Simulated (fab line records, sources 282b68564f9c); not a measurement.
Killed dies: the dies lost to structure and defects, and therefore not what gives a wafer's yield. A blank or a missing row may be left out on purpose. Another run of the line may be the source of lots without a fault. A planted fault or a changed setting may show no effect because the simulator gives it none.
fab line records    flow ritCmos
[record] lots = 7  wafers = 21  lastDay = 7
route steps=202 shown ACTIVE@1 FOX1@20 FOX2@23 M1@202
lots with no fault: from the same line, run without faults
startH: hours from the record's opening day to when the first of the lot's shown wafers began    waitH: hours since the lot's step before    " the same as in the row above    L1.1+2: a single row standing in for several wafers    - no value, or no start given    * or withheld: withheld    < > ~ a bound
route shown NAME@n: NAME is a module with steps in the file, n the number in the route of the first one    usual: mean/standard deviation of fault-free wafers    same: alike in all rows    chamber/n: place in a boat    sites: the reading at each site    _std_site: how widely they spread, as a standard deviation    _edge_site: outer sites' mean less inner sites'    radiusMm: for every site, how far away it sits from the centre of the wafer    mask NAME#n: copy n    behind: the last tool/chamber to shape the wafer    hold: reason for holding the lot/hours on hold/outcome of the hold    device: the n, p or np transistor that did not switch    end of line: at the end of the route, the tests of the same wafers    a step without rows: its recipe alone    killed: not the wafer's yield, but the dies lost to structure and defects at the first sort    map: a wafer's dies, marking killed ones x, the rest . and places with no die _
set.NAME: the run value of the setting; set.NAME@STEP: its run value at that earlier step    model.NAME: the simulator's own value behind a step, which no gauge read
lots seen at some steps along the route; tables by step, rows by wafer
services: the hour from which a tool's chamber was out of use, counted from the record's first day as startH (under 0 if before that day), plus the number of hours and why
[[steps]]
[step RIT_ACTIVE_BOW_MEAS_00]
[recipe] mode = bow
[usual] INCOMING_BOW = 0/6.4
lot.wafer  tool          chamber  startH  waitH  INCOMING_BOW[um]
L279.2     filmMetro-03  -        20.02   -      1
L279.4     "             -        "       "      -14
L279.6     "             -        "       "      -15
L285.1     filmMetro-01  -        50.00   -      -8
L285.3     "             -        "       "      -5
L285.4     "             -        "       "      -3
L292.1     filmMetro-03  -        85.00   -      -2
L292.2     "             -        "       "      10
L292.5     "             -        "       "      -4
L293.1     filmMetro-01  -        90.00   -      1
L293.3     "             -        "       "      3
L293.5     "             -        "       "      3
L295.1     filmMetro-04  -        100.00  -      -1
L295.5     "             -        "       "      -7
L295.6     "             -        "       "      -9
L297.1     filmMetro-01  -        110.00  -      7
L297.5     "             -        "       "      -6
L297.6     "             -        "       "      0
L298.1     filmMetro-01  -        115.00  -      1
L298.5     "             -        "       "      -3
L298.6     "             -        "       "      7
[step RIT_ACTIVE_OXIDATION_01]
[recipe] tempC = 1000  ambient = O2  targetThkA = 468  oxTimeS = 3360
[usual] oxTimeS = 3360/0  tube_center_temp_C_max = 1002.6/0.41
lot.wafer  tool        chamber  startH  waitH  oxTimeS  tube_center_temp_C_max  model.SiO2_of_ACTIVE_OXIDATION_01.thkNm
L279.2     furnace-02  0        20.12   0.1    3360     1002.7                  46.67
L279.4     "           0        "       "      3360     1002.9                  46.56
L279.6     "           0        "       "      3360     1002.7                  46.46
L285.1     furnace-04  0        50.12   0.1    3360     1002.0                  46.68
L285.3     "           0        "       "      3360     1002.1                  47.32
L285.4     "           0        "       "      3360     1002.3                  46.59
L292.1     furnace-02  0        85.12   0.1    5040     1002.6                  62.08
L292.2     "           0        "       "      5040     1003.5                  61.88
L292.5     "           0        "       "      5040     1002.2                  62.88
L293.1     furnace-02  0        91.05   1.0    5040     1002.6                  61.93
L293.3     "           0        "       "      5040     1003.4                  61.74
L293.5     "           0        "       "      5040     1002.4                  61.72
L295.1     furnace-02  0        100.12  0.1    5040     1002.9                  61.32
L295.5     "           0        "       "      5040     1001.6                  61.4
L295.6     "           0        "       "      5040     1002.7                  62.32
L297.1     furnace-04  0        110.12  0.1    3360     1002.3                  45.6
L297.5     "           0        "       "      3360     1002.3                  46.07
L297.6     "           0        "       "      3360     1003.3                  46.25
L298.1     furnace-01  0        115.12  0.1    3360     1002.5                  47.53
L298.5     "           0        "       "      3360     1002.7                  47.45
L298.6     "           0        "       "      3360     1003.2                  48.24
[step RIT_ACTIVE_THK_MEAS_02]
[recipe] reads = SiO2_of_ACTIVE_OXIDATION_01
[usual] ACTIVE_OXIDE_THK = 47.0/0.77
lot.wafer  tool          chamber  startH  waitH  ACTIVE_OXIDE_THK[nm]
L279.2     filmMetro-04  -        22.06   0.0    46.7
L279.4     "             -        "       "      46.5
L279.6     "             -        "       "      46.5
L285.1     filmMetro-01  -        52.05   0.0    46.7
L285.3     "             -        "       "      47.3
L285.4     "             -        "       "      46.6
L292.1     filmMetro-03  -        87.05   0.0    62.0
L292.2     "             -        "       "      61.8
L292.5     "             -        "       "      62.9
L293.1     filmMetro-01  -        92.98   0.0    61.9
L293.3     "             -        "       "      61.7
L293.5     "             -        "       "      61.7
L295.1     filmMetro-03  -        102.05  0.0    61.3
L295.5     "             -        "       "      61.4
L295.6     "             -        "       "      62.3
L297.1     filmMetro-01  -        112.05  0.0    45.6
L297.5     "             -        "       "      46.1
L297.6     "             -        "       "      46.2
L298.1     filmMetro-04  -        117.05  0.0    47.5
L298.5     "             -        "       "      47.4
L298.6     "             -        "       "      48.3
[step RIT_ACTIVE_CVD_03]
[recipe] material = Si3N4  targetThkNm = 150  tempC = 810  precursor = SiH2Cl2/NH3  timeS = 1500  pressureMtorr = 300  sih2cl2FlowSccm = 60  nh3FlowSccm = 150
[step RIT_ACTIVE_THK_MEAS_04]
[recipe] reads = Si3N4_of_ACTIVE_CVD_03
[usual] ACTIVE_NITRIDE_THK = 150.4/1.2
lot.wafer  tool          chamber  startH  waitH  ACTIVE_NITRIDE_THK[nm]
L279.2     filmMetro-04  -        24.25   0.0    149.8
L279.4     "             -        "       "      151.7
L279.6     "             -        "       "      152.1
L285.1     filmMetro-01  -        53.53   0.0    151.8
L285.3     "             -        "       "      151.3
L285.4     "             -        "       "      151.9
L292.1     filmMetro-04  -        88.53   0.0    150.6
L292.2     "             -        "       "      151.0
L292.5     "             -        "       "      151.1
L293.1     filmMetro-04  -        94.46   0.0    152.8
L293.3     "             -        "       "      152.0
L293.5     "             -        "       "      152.5
L295.1     filmMetro-04  -        103.53  0.0    149.5
L295.5     "             -        "       "      148.6
L295.6     "             -        "       "      150.6
L297.1     filmMetro-04  -        114.24  0.0    147.7
L297.5     "             -        "       "      149.3
L297.6     "             -        "       "      147.2
L298.1     filmMetro-03  -        118.53  0.0    150.3
L298.5     "             -        "       "      149.3
L298.6     "             -        "       "      149.6
[step RIT_ACTIVE_HMDS_05]
[recipe] primeTimeS = 60  primeTempC = 140
[step RIT_ACTIVE_COAT_06]
[recipe] resist = NOVOLAK  spinRpm = 3250  resistThkNm = 1000
[step RIT_ACTIVE_SOFTBAKE_07]
[recipe] resist = NOVOLAK  tempC = 90  timeS = 60
[step RIT_ACTIVE_EXPOSE_08]
[recipe] maskId = M1  na = 0.6  sourceShape = conventional  sigmaOuter = 0.6  targetCdNm = 1400  doseMj = 225
[step RIT_ACTIVE_PEB_09]
[recipe] resist = NOVOLAK  tempC = withheld  timeS = withheld
[step RIT_ACTIVE_DEVELOP_10]
[recipe] resist = NOVOLAK  developTimeS = 50  devTempC = 23
[step RIT_ACTIVE_CD_MEAS_11]
[recipe] targetCdNm = 1400
[usual] cdNm = 1399.7/2.2
lot.wafer  tool      chamber  startH  waitH  cdNm
L279.2     cdSem-01  -        25.17   -      1397.2
L279.4     "         -        "       "      1398.7
L279.6     "         -        "       "      1398.7
L285.1     cdSem-02  -        54.45   -      1401.0
L285.3     "         -        "       "      1403.4
L285.4     "         -        "       "      1400.5
L292.1     cdSem-01  -        89.44   -      1400.4
L292.2     "         -        "       "      1401.4
L292.5     "         -        "       "      1399.7
L293.1     cdSem-02  -        95.49   -      1398.2
L293.3     "         -        "       "      1398.3
L293.5     "         -        "       "      1394.8
L295.1     cdSem-01  -        104.44  -      1400.8
L295.5     "         -        "       "      1401.2
L295.6     "         -        "       "      1400.8
L297.1     cdSem-01  -        115.27  -      1402.4
L297.5     "         -        "       "      1402.2
L297.6     "         -        "       "      1403.8
L298.1     cdSem-02  -        119.44  -      1396.7
L298.5     "         -        "       "      1397.1
L298.6     "         -        "       "      1398.6
[step RIT_ACTIVE_HARDBAKE_12]
[recipe] resist = NOVOLAK  tempC = 140  timeS = 60
[step RIT_ACTIVE_ETCH_13]
[recipe] stopOn = SiO2  chemistry = SF6  target = Si3N4  timeS = 210  overEtchFrac = 0.4  SF6_flow_sccm = 200  pressureMtorr = 260  rfW = 125  targetDepthA = 2100
[usual] SF6_flow_sccm = 200.0/0.58  drypumpMotorCurrentA = 5.4/0.53  oesProductAu = 0.821/0.013  throttleValvePct = 7.47/0.082
[same] timeS = 210
lot.wafer  tool        chamber  startH  waitH  SF6_flow_sccm  drypumpMotorCurrentA  oesProductAu  rfHoursCounterH  throttleValvePct
L279.2     rieDiel-04  3        25.42   0.1    201.2          5.4                   0.828         66               7.45
L279.4     "           2        "       "      200.2          5.7                   0.818         130              7.39
L279.6     "           0        "       "      200.1          6.5                   0.834         -                7.34
L285.1     rieDiel-03  1        54.72   0.1    199.2          4.8                   0.800         0                7.55
L285.3     "           2        "       "      200.7          4.7                   0.817         109              7.41
L285.4     "           0        "       "      199.7          5.8                   0.837         1                7.54
L292.1     rieDiel-04  0        89.71   0.1    199.3          6.4                   0.832         136              7.31
L292.2     "           1        "       "      199.6          5.5                   0.836         154              7.50
L292.5     "           2        "       "      198.9          5.7                   0.812         -                7.39
L293.1     rieDiel-04  3        95.76   0.1    200.1          5.4                   0.844         67               7.43
L293.3     "           2        "       "      200.5          5.6                   0.812         131              7.39
L293.5     "           1        "       "      200.1          5.5                   0.831         -                7.49
L295.1     rieDiel-02  2        104.71  0.1    200.2          6.1                   0.834         92               7.61
L295.5     "           2        "       "      200.4          6.1                   0.835         -                7.61
L295.6     "           3        "       "      200.4          5.7                   0.814         -                7.51
L297.1     rieDiel-04  2        115.54  0.1    200.4          5.6                   0.792         131              7.39
L297.5     "           2        "       "      200.3          5.6                   0.800         -                7.39
L297.6     "           3        "       "      199.9          5.4                   0.828         -                7.44
L298.1     rieDiel-03  0        119.71  0.1    199.6          5.8                   0.826         2                7.56
L298.5     "           3        "       "      200.3          5.1                   0.809         -                7.52
L298.6     "           0        "       "      200.5          5.8                   0.827         -                7.55
[step RIT_ACTIVE_STRIP_14]
[recipe] chemistry = O2  timeS = 180  resist = NOVOLAK  platenTempC = withheld  powerW = 500  pressureMtorr = 4000  o2FlowSccm = 4000
[usual] drypumpMotorCurrentA = 5.7/0.35  o2FlowSccm = 4002/12
[same] timeS = 180
lot.wafer  tool            chamber  startH  waitH  drypumpMotorCurrentA  o2FlowSccm  rfHoursCounterH
L279.2     plasmaAsher-01  0        25.55   0.1    5.5                   3994        38
L279.4     "               1        "       "      6.1                   3987        -
L279.6     "               1        "       "      6.2                   4000        -
L285.1     plasmaAsher-04  0        54.86   0.1    5.5                   3994        25
L285.3     "               0        "       "      5.5                   4009        -
L285.4     "               1        "       "      5.3                   4026        -
L292.1     plasmaAsher-04  1        89.84   0.1    5.3                   3992        29
L292.2     "               0        "       "      5.5                   4015        29
L292.5     "               0        "       "      5.5                   4000        -
L293.1     plasmaAsher-04  0        95.89   0.1    5.5                   4014        30
L293.3     "               1        "       "      5.3                   3997        -
L293.5     "               1        "       "      5.2                   4000        -
L295.1     plasmaAsher-04  0        104.84  0.1    5.4                   4004        31
L295.5     "               0        "       "      5.5                   3996        -
L295.6     "               1        "       "      5.2                   4009        -
L297.1     plasmaAsher-02  1        115.68  0.1    5.5                   3990        46
L297.5     "               1        "       "      5.5                   4012        -
L297.6     "               0        "       "      6.1                   4029        -
L298.1     plasmaAsher-02  1        119.84  0.1    5.5                   4000        47
L298.5     "               0        "       "      6.1                   3978        -
L298.6     "               1        "       "      5.5                   3984        -
[step RIT_ACTIVE_CD_MEAS_90]
[recipe] targetCdNm = 1400
[usual] cdNm = 1399.6/2.3
lot.wafer  tool      chamber  startH  waitH  cdNm
L279.2     cdSem-02  -        25.75   0.1    1397.3
L279.4     "         -        "       "      1398.6
L279.6     "         -        "       "      1398.9
L285.1     cdSem-01  -        55.03   0.1    1401.1
L285.3     "         -        "       "      1403.5
L285.4     "         -        "       "      1400.7
L292.1     cdSem-02  -        90.02   0.1    1400.4
L292.2     "         -        "       "      1401.4
L292.5     "         -        "       "      1400.0
L293.1     cdSem-02  -        96.07   0.1    1398.4
L293.3     "         -        "       "      1398.4
L293.5     "         -        "       "      1394.6
L295.1     cdSem-02  -        105.02  0.1    1400.6
L295.5     "         -        "       "      1401.0
L295.6     "         -        "       "      1400.7
L297.1     cdSem-01  -        115.85  0.1    1402.4
L297.5     "         -        "       "      1402.5
L297.6     "         -        "       "      1404.3
L298.1     cdSem-01  -        120.02  0.1    1396.8
L298.5     "         -        "       "      1397.1
L298.6     "         -        "       "      1399.0
[step RIT_ACTIVE_CLEAN_15]
[recipe] chemistry = SC1  mix = 3:3:50  timeS = 600  tempC = 75
[step RIT_ACTIVE_CLEAN_16]
[recipe] chemistry = dHF  dilution = 50:1  timeS = 30
[step RIT_ACTIVE_CLEAN_17]
[recipe] chemistry = SC2  mix = 3:3:50  timeS = 600  tempC = 75  dry = n2Spin
[step RIT_FOX1_OXIDATION_00]
[recipe] tempC = 1100  ambient = H2O  targetThkA = 3507  pH2oTorr = 720  oxTimeS = 1130
[step RIT_FOX1_THK_MEAS_01]
[recipe] reads = SiO2_of_FOX1_OXIDATION_00
[usual] FOX1_OXIDE_THK = 349/4.7
lot.wafer  tool          chamber  startH  waitH  FOX1_OXIDE_THK[nm]
L279.2     filmMetro-02  -        27.74   0.0    347
L279.4     "             -        "       "      347
L279.6     "             -        "       "      351
L285.1     filmMetro-01  -        56.86   0.0    349
L285.3     "             -        "       "      353
L285.4     "             -        "       "      351
L292.1     filmMetro-02  -        92.63   0.0    348
L292.2     "             -        "       "      341
L292.5     "             -        "       "      349
L293.1     filmMetro-01  -        97.87   0.0    346
L293.3     "             -        "       "      353
L293.5     "             -        "       "      350
L295.1     filmMetro-02  -        106.84  0.0    353
L295.5     "             -        "       "      357
L295.6     "             -        "       "      356
L297.1     filmMetro-01  -        117.66  0.0    347
L297.5     "             -        "       "      349
L297.6     "             -        "       "      344
L298.1     filmMetro-04  -        121.82  0.0    349
L298.5     "             -        "       "      350
L298.6     "             -        "       "      353
[step RIT_FOX1_WET_ETCH_02]
[recipe] chemistry = BOE  targetDepthNm = 350  timeS = 390  tempC = 21.5  dry = n2Spin  dilution = 10:1  target = SiO2
[step RIT_FOX2_OXIDATION_00]
[recipe] tempC = 1100  ambient = H2O  targetThkA = 3507  pH2oTorr = 720  oxTimeS = 1130
[step RIT_FOX2_THK_MEAS_01]
[recipe] reads = SiO2_of_FOX2_OXIDATION_00
[usual] FOX2_OXIDE_THK = 349/6.1
lot.wafer  tool          chamber  startH  waitH  FOX2_OXIDE_THK[nm]
L279.2     filmMetro-02  -        29.23   0.0    351
L279.4     "             -        "       "      356
L279.6     "             -        "       "      353
L285.1     filmMetro-01  -        58.37   0.0    352
L285.3     "             -        "       "      351
L285.4     "             -        "       "      352
L292.1     filmMetro-03  -        94.29   0.0    353
L292.2     "             -        "       "      351
L292.5     "             -        "       "      352
L293.1     filmMetro-02  -        99.36   0.0    349
L293.3     "             -        "       "      348
L293.5     "             -        "       "      348
L295.1     filmMetro-01  -        108.33  0.0    360
L295.5     "             -        "       "      364
L295.6     "             -        "       "      357
L297.1     filmMetro-01  -        119.15  0.0    361
L297.5     "             -        "       "      352
L297.6     "             -        "       "      356
L298.1     filmMetro-01  -        123.31  0.0    345
L298.5     "             -        "       "      348
L298.6     "             -        "       "      343
[step RIT_FOX2_CLEAN_02]
[recipe] chemistry = dHF  dilution = 50:1  timeS = 180
[step RIT_FOX2_WET_ETCH_03]
[recipe] chemistry = H3PO4  target = Si3N4  targetDepthNm = 195  tempC = 165  timeS = 2700
[same] timeS = 2700
lot.wafer  tool         chamber  startH  waitH  model.SiO2_of_ACTIVE_OXIDATION_01.thkNm
L279.2     wetBench-01  3        29.34   0.0    40.43
L279.4     "            3        "       "      41.26
L279.6     "            3        "       "      40.72
L285.1     wetBench-04  0        58.49   0.0    41.47
L285.3     "            0        "       "      42.05
L285.4     "            0        "       "      41.39
L292.1     wetBench-03  3        94.41   0.0    54.87
L292.2     "            3        "       "      55.18
L292.5     "            3        "       "      56.01
L293.1     wetBench-04  1        99.54   0.0    54.07
L293.3     "            1        "       "      54.84
L293.5     "            1        "       "      54.89
L295.1     wetBench-04  1        108.44  0.0    54.7
L295.5     "            1        "       "      54.77
L295.6     "            1        "       "      55.59
L297.1     wetBench-01  1        119.27  0.0    40.31
L297.5     "            1        "       "      40.75
L297.6     "            1        "       "      39.94
L298.1     wetBench-01  0        123.43  0.0    42.34
L298.5     "            0        "       "      41.43
L298.6     "            0        "       "      43.02
[step RIT_FOX2_THK_MEAS_90]
[recipe] reads = SiO2_of_FOX2_OXIDATION_00
[usual] FIELD_OXIDE_LEFT_1_THK = 322/6.2
lot.wafer  tool          chamber  startH  waitH  FIELD_OXIDE_LEFT_1_THK[nm]
L279.2     filmMetro-03  -        30.26   0.0    324
L279.4     "             -        "       "      328
L279.6     "             -        "       "      325
L285.1     filmMetro-02  -        59.32   0.0    325
L285.3     "             -        "       "      324
L285.4     "             -        "       "      325
L292.1     filmMetro-02  -        95.17   0.0    326
L292.2     "             -        "       "      325
L292.5     "             -        "       "      325
L293.1     filmMetro-02  -        100.29  0.0    322
L293.3     "             -        "       "      321
L293.5     "             -        "       "      321
L295.1     filmMetro-01  -        109.20  0.0    332
L295.5     "             -        "       "      337
L295.6     "             -        "       "      330
L297.1     filmMetro-02  -        120.02  0.0    334
L297.5     "             -        "       "      325
L297.6     "             -        "       "      329
L298.1     filmMetro-02  -        124.26  0.0    318
L298.5     "             -        "       "      321
L298.6     "             -        "       "      316
[step RIT_M1_PROBE_99]
[usual] killedAtContacts = 0.1/0.31  killedAtFrontEnd = 7/3.1  killedDies = 7/3.1  killedOnRim = 1.8/1.4  killedOpen = 3.3/1.9  killedShort = 3.3/2
[same] grossDies = 264  killed_at_M0_to_M3 = 0  killed_at_M4_up = 0  killedAtBackSide = 0  killedAtOther = 0
lot.wafer  tool       chamber  startH  waitH  killedAtContacts  killedAtFrontEnd  killedDies  killedOnRim  killedOpen  killedShort  model.etest.nldd.widthNm  model.etest.pldd.widthNm  model.etest.nmos_0p3.rOnOhmUm  model.etest.pplusSal.widthNm  model.etest.nplusSal.widthNm  model.etest.nmosNarrow.driveUaUm  model.etest.pmosNarrow.driveUaUm  model.etest.nmos_0p3.driveUaUm
L279.2     prober-01  -        67.03   0.1    0                 14                14          4            7           7            3191                      3184                      2188                           3468                          3464                          221.7                             100.4                             222.3
L279.4     prober-01  -        67.13   0.2    0                 14                14          4            6           8            3183                      3196                      2161                           3445                          3460                          226.8                             101.5                             225.9
L279.6     prober-01  -        67.23   0.2    0                 6                 6           1            2           4            3171                      3190                      2215                           3452                          3453                          222.4                             100.7                             220.9
L285.1     prober-01  -        97.53   0.1    0                 1                 1           0            1           0            3198                      3180                      2131                           3437                          3424                          228.3                             103.2                             226.5
L285.3     prober-01  -        97.63   0.2    0                 11                11          2            6           5            3176                      3172                      2162                           3401                          3410                          222.3                             100.5                             221.8
L285.4     prober-01  -        97.68   0.2    0                 2                 2           0            1           1            3194                      3175                      2179                           3455                          3465                          220.9                             99.22                             221.5
L292.1     prober-01  -        133.05  0.1    0                 0                 0           0            0           0            2975                      2964                      2310                           3414                          3394                          182.9                             83.09                             214.5
L292.2     prober-01  -        133.10  0.1    0                 3                 3           1            2           1            3005                      2987                      2187                           3375                          3391                          192.1                             88.61                             221.9
L292.5     prober-01  -        133.25  0.2    0                 6                 6           1            3           3            2983                      2975                      2248                           3380                          3360                          178.2                             83.64                             214.1
L293.1     prober-01  -        137.48  0.1    0                 6                 6           2            2           4            2994                      2997                      2229                           3364                          3368                          182.7                             83.58                             213.5
L293.3     prober-01  -        137.58  0.2    0                 12                12          4            6           6            3009                      3005                      2169                           3336                          3347                          176.7                             84.66                             211.5
L293.5     prober-01  -        137.68  0.2    1                 6                 7           0            3           4            2988                      2991                      2231                           3379                          3370                          178.1                             82.7                              210
L295.1     prober-01  -        147.02  0.1    0                 9                 9           5            5           4            2993                      2989                      2329                           3340                          3352                          167.3                             78.98                             197.8
L295.5     prober-01  -        147.22  0.2    0                 6                 6           0            4           2            2955                      2975                      2331                           3354                          3358                          169.7                             79.9                              203
L295.6     prober-01  -        147.27  0.2    0                 6                 6           2            2           4            2948                      2964                      2356                           3368                          3367                          168.4                             78.88                             202.4
L297.1     prober-01  -        158.56  0.1    0                 3                 3           0            1           2            3174                      3186                      2159                           3467                          3435                          225.5                             101.9                             224.7
L297.5     prober-01  -        158.76  0.2    0                 2                 2           0            1           1            3184                      3195                      2150                           3421                          3446                          224.8                             100.7                             222.6
L297.6     prober-01  -        158.81  0.2    0                 14                14          3            5           9            3189                      3180                      2142                           3461                          3436                          229.2                             102.1                             226.8
L298.1     prober-01  -        161.45  0.1    0                 8                 8           1            4           4            3179                      3156                      2221                           3432                          3473                          222.6                             101.4                             221
L298.5     prober-01  -        161.65  0.2    0                 5                 5           1            2           3            3162                      3176                      2189                           3439                          3422                          215.8                             99.89                             217.2
L298.6     prober-01  -        161.70  0.2    0                 3                 3           1            1           2            3151                      3154                      2258                           3457                          3436                          213.6                             97.84                             213.2
// killed by level:class
L279.2 SILICIDE:geometricParticle:open=3 FOX2:geometricParticle:short=2 GATE:geometricParticle:open=2 FOX1:geometricParticle:short=1 FOX1:geometricParticle:open=1 GATE:geometricParticle:short=1 REOX:geometricParticle:short=1 REOX:geometricParticle:open=1
L279.4 GATE:geometricParticle:short=5 SILICIDE:geometricParticle:short=3 GATE:geometricParticle:open=2 SPACER:geometricParticle:open=2 FOX1:geometricParticle:open=1 FOX2:geometricParticle:open=1
L279.6 GATE:geometricParticle:short=2 GATE:geometricParticle:open=2 FOX2:geometricParticle:short=1 SPACER:geometricParticle:short=1
L285.1 FOX1:geometricParticle:open=1
L285.3 REOX:geometricParticle:open=3 SILICIDE:geometricParticle:short=3 GATE:geometricParticle:open=2 FOX2:geometricParticle:open=1 GATE:geometricParticle:short=1 REOX:geometricParticle:short=1
L285.4 GATE:geometricParticle:open=1 REOX:geometricParticle:short=1
L292.1
L292.2 REOX:geometricParticle:short=1 REOX:geometricParticle:open=1 SPACER:geometricParticle:open=1
L292.5 GATE:geometricParticle:short=2 FOX1:geometricParticle:open=1 FOX2:geometricParticle:open=1 GATE:geometricParticle:open=1 REOX:geometricParticle:short=1
L293.1 FOX1:geometricParticle:short=2 GATE:geometricParticle:short=1 GATE:geometricParticle:open=1 SPACER:geometricParticle:short=1 SILICIDE:geometricParticle:open=1
L293.3 FOX1:geometricParticle:short=3 FOX2:geometricParticle:open=3 ACTIVE:geometricParticle:short=1 FOX1:geometricParticle:open=1 GATE:geometricParticle:short=1 GATE:geometricParticle:open=1 REOX:geometricParticle:short=1 SILICIDE:geometricParticle:open=1
L293.5 GATE:geometricParticle:short=2 REOX:geometricParticle:short=2 FOX1:geometricParticle:open=1 REOX:geometricParticle:open=1 CONTACT:geometricParticle:open=1
L295.1 REOX:geometricParticle:open=2 FOX1:geometricParticle:open=1 FOX1:geometricParticle:short=1 GATE:geometricParticle:short=1 GATE:geometricParticle:open=1 REOX:geometricParticle:short=1 SPACER:geometricParticle:short=1 SILICIDE:geometricParticle:open=1
L295.5 FOX1:geometricParticle:open=1 FOX2:geometricParticle:open=1 REOX:geometricParticle:short=1 REOX:geometricParticle:open=1 SPACER:geometricParticle:short=1 SILICIDE:geometricParticle:open=1
L295.6 GATE:geometricParticle:short=2 REOX:geometricParticle:short=1 REOX:geometricParticle:open=1 SPACER:geometricParticle:open=1 SILICIDE:geometricParticle:short=1
L297.1 GATE:geometricParticle:short=2 GATE:geometricParticle:open=1
L297.5 FOX1:geometricParticle:open=1 REOX:geometricParticle:short=1
L297.6 GATE:geometricParticle:short=5 SILICIDE:geometricParticle:open=3 GATE:geometricParticle:open=2 SILICIDE:geometricParticle:short=2 FOX1:geometricParticle:short=1 SPACER:geometricParticle:short=1
L298.1 FOX2:geometricParticle:short=2 GATE:geometricParticle:open=2 GATE:geometricParticle:short=1 REOX:geometricParticle:short=1 SPACER:geometricParticle:open=1 SILICIDE:geometricParticle:open=1
L298.5 SILICIDE:geometricParticle:short=2 FOX1:geometricParticle:open=1 REOX:geometricParticle:open=1 SPACER:geometricParticle:short=1
L298.6 FOX1:geometricParticle:short=1 SPACER:geometricParticle:short=1 SPACER:geometricParticle:open=1
[[services]]
tool            chamber  startH  hours  kind
rieDiel-03      0        -3.35   -      clean
rieDiel-03      0        -3.35   21.2   scheduledDown
rieDiel-03      0        -3.35   21.2   ventCycle
rieDiel-03      1        17.85   -      clean
rieDiel-03      1        17.85   24.1   scheduledDown
rieDiel-03      1        17.85   24.1   ventCycle
furnace-04      -        19.16   2.9    pm
plasmaAsher-04  -        30.02   10.5   repair
rieDiel-04      -        38.62   1.4    repair
plasmaAsher-01  -        48.14   0.6    repair
rieDiel-04      2        75.73   3.9    repair
rieDiel-04      -        85.46   1.3    repair
furnace-04      -        98.13   3.6    pm
rieDiel-04      3        100.90  8.7    repair
plasmaAsher-01  -        108.75  9.0    pm
plasmaAsher-01  0        108.75  9.0    ventCycle
plasmaAsher-01  1        108.75  9.0    ventCycle
plasmaAsher-01  -        111.80  4.2    repair
plasmaAsher-01  0        117.75  -      clean
plasmaAsher-01  1        117.75  -      clean
rieDiel-04      1        121.16  -      clean
rieDiel-04      1        121.16  15.9   scheduledDown
rieDiel-04      1        121.16  15.9   ventCycle
[[key]]
[firstSign] step = RIT_ACTIVE_OXIDATION_01  reading = oxTimeS  direction = up  sigmas = 99+  usual = *  struck = *
[effect] step = RIT_ACTIVE_THK_MEAS_02  reading = ACTIVE_OXIDE_THK  direction = up  sigmas = 19  usual = 47.0  struck = 61.9
[modelEffect] step = RIT_ACTIVE_OXIDATION_01  value = SiO2_of_ACTIVE_OXIDATION_01.thkNm  without = 47.6  struck = 61.92
[modelEffect] step = RIT_FOX2_WET_ETCH_03  value = SiO2_of_ACTIVE_OXIDATION_01.thkNm  without = 42.22  struck = 54.99
[modelEffect] step = RIT_M1_PROBE_99  value = etest.nldd.widthNm  without = 3164  struck = 2983
metAt RIT_ACTIVE_OXIDATION_01
struckWafers L292.1,L292.2,L292.5,L293.1,L293.3,L293.5,L295.1,L295.5,L295.6
testerLeftOut L292,L293,L295
onsetBetween 20.12 85.12
[fault] kind = processParameterDrift  tool = furnace-02  chamber = -  onsetH = 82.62  steps = RIT_ACTIVE_OXIDATION_01  channel = oxTimeS  offset = *  shape = step  endH = 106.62  actsIn = *  stated = *
// testerLeftOut: of these lots the tester's yield and bins aren't shown, on N5 and GAA mostly nor the transistor test; their killed dies are dies lost to structure and defects alone, not to doping, threshold or leakage, so they don't give the yield
